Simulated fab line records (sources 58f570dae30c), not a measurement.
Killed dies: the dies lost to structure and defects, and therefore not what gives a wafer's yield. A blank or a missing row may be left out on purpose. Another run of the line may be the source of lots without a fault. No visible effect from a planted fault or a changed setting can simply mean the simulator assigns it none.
Problem report in the 8D (eight disciplines) form, filled by code :: flow berkeleyCmos170 :: the parts of the form that need people (team, actions taken, sign-off) are left out

## 1. THE ISSUE
Mean of biasW at UCB170_M2_METAL_ETCH_18: 186.0 W across 2 wafers in 2 lots; on wafers with no fault it is 120.1 W (standard deviation 0.37). So: +99 or more standard deviations from the usual mean.
The step: etches Al in Cl2/BCl3, stops on SiO2, target depth 1170 nm, time 195 s.
Seen first at day 9 16:50 on rieMetal-04, wafer L164.4. At this step, 36 wafers from 12 lots have a number in the record. The rule behind "out" and "out of limits": a value lying over 4 standard deviations away from the usual mean. All remaining wafers that have a number are taken as sound.

## 2. WHAT IT IS, AND WHAT IT ISN'T
question: which readings at this step
is: biasW
is not: drypumpMotorCurrentA, oesProductAu, rfFwdPowerW, throttleValvePct

question: which lots
is: L164, L167
is not: L153, L154, L155, L156, L157, L168, L171, L172, L174, L176

question: which wafers of those lots
is: L164.4, L167.2
is not: L164.2, L164.6, L167.4, L167.6

question: read on which tools
is: rieMetal-04
is not: rieMetal-01, rieMetal-03

question: when
is: from day 9 16:50
is not: up to then (17 sound wafers); but 17 sound wafers of L167, L168, L171, L172, L174, L176 came after

## 3. WHAT RULES OUT EACH SUSPECT
Counting: a tool at a process step up to the reading stays a suspect if it ran every lot that is out. Sound lots after the first of them don't rule it out here, since some wafers of a struck lot are sound.
- rieMetal-04 at UCB170_M2_METAL_ETCH_18 (etches Al in Cl2/BCl3, stops on SiO2, target depth 1170 nm, time 195 s): kept. Ran every lot that is out, first one L164 (day 9 16:50); last sound lot up to then L157 (day 8 08:16). Out on those wafers are its own readings of biasW.
- The sound lot-mates ran in chamber 1 of rieMetal-04 at UCB170_M2_METAL_ETCH_18, but the wafers that are out ran in chamber 0.
The count leaves rieMetal-04 at UCB170_M2_METAL_ETCH_18.

## 4. THE CAUSE (what the simulator had put in)
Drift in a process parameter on rieMetal-04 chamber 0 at UCB170_M2_METAL_ETCH_18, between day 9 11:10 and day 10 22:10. A move of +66 in setting biasW, from 120. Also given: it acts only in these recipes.
Only this tool survived the counting.

## 5. THE EFFECT CHAIN, in route order
One row per reading whose mean, taken over the struck wafers that have a number, lies over 3 standard deviations from the usual. Only readings for which the record gives a usual standard deviation are gone through. hours: the time from each lot's start at the first step in this table that gives one to its start at this step, as a median over the lots. sigmas: the change in usual standard deviations.
hours: 0
step: UCB170_M2_METAL_ETCH_18
reading: biasW
usual: 120.1 W
on struck wafers: 186.0
change: +65.9
sigmas: +99 or more

hours: 0
step: UCB170_M2_STRIP_19
reading: oesProductAu
usual: 0.544 a.u.
on struck wafers: 0.390
change: -0.154
sigmas: -6.7
Its process steps:
- UCB170_M2_METAL_ETCH_18: etches Al in Cl2/BCl3, stops on SiO2, target depth 1170 nm, time 195 s.
- UCB170_M2_STRIP_19: strips in O2.
Later steps that measure or inspect, where all struck wafers having a row at the step show a number for every such reading and not one has moved that far: UCB170_V2_CD_MEAS_90, UCB170_M3_THK_MEAS_03.

## 6. WHAT WOULD HAVE CAUGHT IT SOONER
6 hours passed between the start of the fault at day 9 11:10 and the first reading out of limits in this record, taken at day 9 16:50.
